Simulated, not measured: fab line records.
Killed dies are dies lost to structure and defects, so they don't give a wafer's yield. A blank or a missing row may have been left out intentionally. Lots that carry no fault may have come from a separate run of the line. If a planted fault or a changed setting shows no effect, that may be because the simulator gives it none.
Comparing a struck lot with a sound one | flow ritCmos | 14 steps out of a route of 202
Sound: the wafers L408.3, L408.4, L408.5. The struck wafers were L397.2, L397.3, L397.4. The cause is named last.
Each step with rows lists, per side, the tool, then ch with its chambers, then its first start. Under that, the readings that differ: sound wafers | struck wafers | difference of the means | sigmas: that difference in standard deviations of wafers without a fault.
alike: readings with means less than 2 such deviations apart, plus words and numbers identical on both sides. not compared: withheld readings, readings lacking a value on some wafer, bounds such as >300 that could conceal the same value, and numbers that have no deviation in the record and whose values overlap.
Wherever a step has rows on one side only, a row that says differs or no value, or a row with sigmas, the two part there. Numbers that have no deviation but don't overlap get no sigmas and don't part them. A reading missing from all wafers of one side parts the sides only when that side holds two or more wafers.

first, 1 step without rows for these wafers: RIT_ACTIVE_OXIDATION_01 (target thk 46.8 nm, ox time 3360 s).
RIT_ACTIVE_THK_MEAS_02:
  sound on filmMetro-01 at day 6 02:04; struck on filmMetro-02 at day 3 19:04
  alike: ACTIVE_OXIDE_THK
then, 1 step without rows for these wafers: RIT_ACTIVE_CVD_03 (deposits Si3N4 from SiH2Cl2/NH3, target thk 150 nm, time 1500 s).
RIT_ACTIVE_THK_MEAS_04:
  sound on filmMetro-04 at day 6 03:33; struck on filmMetro-01 at day 3 20:32
  alike: ACTIVE_NITRIDE_THK
then, 6 steps without rows for these wafers: RIT_ACTIVE_HMDS_05 (prime time 60 s); RIT_ACTIVE_COAT_06 (resist thk 1000 nm); RIT_ACTIVE_SOFTBAKE_07 (time 60 s); RIT_ACTIVE_EXPOSE_08 (exposes mask M1, target cd 1400 nm); RIT_ACTIVE_PEB_09; RIT_ACTIVE_DEVELOP_10 (develop time 50 s).
RIT_ACTIVE_CD_MEAS_11: the cd target is 1400 nm.
  sound on cdSem-02 at day 6 04:29; struck on cdSem-02 at day 3 21:28
  alike: cdNm
then, 1 step without rows for these wafers: RIT_ACTIVE_HARDBAKE_12 (time 60 s).
RIT_ACTIVE_ETCH_13: etches Si3N4 in SF6, stops on SiO2, time 210 s, target depth 210 nm.
  sound on rieDiel-01 ch 0,1,3, day 6 04:43; struck on rieDiel-01 ch 1,2,3, day 3 21:43
reading                                      | sound             | struck            | difference | sigmas
model.NOVOLAK_of_ACTIVE_COAT_06.thkNm (nm)   | 663.9 655.1 665.8 | 550.4 549.1 552.6 | -110.9     | 
model.SiO2_of_ACTIVE_OXIDATION_01.thkNm (nm) | 46.67 45.17 46.41 | 0 0 0             | -46        | 
model.ACTIVE.featureDepthNm (nm)             | 149.1 148.6 149.9 | 198.7 197.8 198.8 | +49.2      | 
  alike: drypumpMotorCurrentA, oesProductAu, throttleValvePct
  not compared: rfHoursCounterH
RIT_ACTIVE_STRIP_14: strips in O2, time 180 s.
  sound on plasmaAsher-03 ch 0,1, day 6 04:54; struck on plasmaAsher-04 ch 0,1, day 3 21:50
  alike: drypumpMotorCurrentA
  not compared: rfHoursCounterH

WHERE THEY PART
Nowhere in this record.

WHY: what had been put in by the simulator
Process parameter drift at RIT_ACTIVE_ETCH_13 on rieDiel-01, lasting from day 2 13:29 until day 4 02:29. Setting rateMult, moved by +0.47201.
